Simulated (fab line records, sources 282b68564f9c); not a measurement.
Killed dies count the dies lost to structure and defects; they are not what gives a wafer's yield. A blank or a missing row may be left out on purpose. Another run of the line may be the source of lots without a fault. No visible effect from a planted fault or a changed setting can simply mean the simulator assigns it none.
Problem report, 8D (eight disciplines) form, completed by code -- flow rit_cmos -- the parts of the form that need people (team, actions taken, sign-off) are left out

== 1. THE ISSUE ==
A mean of 310.2 s is read at RIT_SPACER_ETCHBACK_05 for run_length_s, taken on 1 wafer of 1 lot, against 268.4 s (standard deviation 0.53) on wafers free of any fault. That is +79 standard deviations from the usual mean.
The step: etches Si3N4 in SF6/CHF3, stops on SiO2, target depth 250 nm, time 240 s.
Seen first at day 7 09:09 on rie_diel-01, wafer L685.6. The record holds 39 wafers of 13 lots with a number at this step. The rule behind "out" and "out of limits": a value lying over 4 standard deviations away from the usual mean. The rest of the wafers with a number are treated as sound.

== 2. WHAT IT IS; WHAT IT IS NOT ==
question,is,is not
which readings at this step,"run_length_s, oes_product_au","drypump_motor_current_A, rf_fwd_power_W, throttle_valve_pct"
which lots,L685,"L664, L667, L668, L670, L671, L672, L674, L675, L676, L677, L686, L687"
which wafers of those lots,L685.6,"L685.3, L685.4"
read on which tools,rie_diel-01,"rie_diel-03, rie_diel-04"
when,from day 7 09:09,"up to then (32 sound wafers); but 6 sound wafers of L686, L687 came after"

== 3. THE SUSPECTS, EACH WITH WHAT RULES IT OUT ==
Counting: any tool at a process step up to the reading remains a suspect provided it ran every lot that is out. Sound lots after the first of them don't rule it out here, since some wafers of a struck lot are sound.
- rie_diel-01 at RIT_SPACER_ETCHBACK_05 (etches Si3N4 in SF6/CHF3, stops on SiO2, target depth 250 nm, time 240 s): kept. L685, the lot that is out, went through it at day 7 09:09; up to then, the latest sound lot through it was L677 at day 5 14:35. On those wafers its own readings are out: oes_product_au, run_length_s.
- Within rie_diel-01 at RIT_SPACER_ETCHBACK_05: the wafers that are out ran in chamber 0; their sound lot-mates ran in chambers 1, 2.
The count leaves rie_diel-01 at RIT_SPACER_ETCHBACK_05.

== 4. THE CAUSE (what the simulator had put in) ==
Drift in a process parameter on rie_diel-01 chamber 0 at RIT_SPACER_ETCHBACK_05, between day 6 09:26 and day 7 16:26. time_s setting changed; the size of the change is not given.
Only this tool survived the counting.

== 5. SEQUENCE OF EFFECTS, ordered by route ==
Each row: a reading where the mean over the struck wafers with a number is more than 3 standard deviations away from the usual. Only readings whose record carries a usual standard deviation are examined. hours: median over the lots of the time between each lot's start at the first step of this table that gives one and its start at this step. sigmas: the change, counted in usual standard deviations.
hours,step,reading,usual,on struck wafers,change,sigmas
0,RIT_SPACER_ETCHBACK_05,oes_product_au,0.842 a.u.,0.746,-0.096,-7.4
0,RIT_SPACER_ETCHBACK_05,run_length_s,268.4 s,310.2,+41.8,+79
Its process steps:
- RIT_SPACER_ETCHBACK_05: etches Si3N4 in SF6/CHF3, stops on SiO2, target depth 250 nm, time 240 s.

== 6. HOW IT WOULD HAVE BEEN CAUGHT EARLIER ==
24 hours passed between the start of the fault at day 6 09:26 and the first reading out of limits in this record, taken at day 7 09:09.
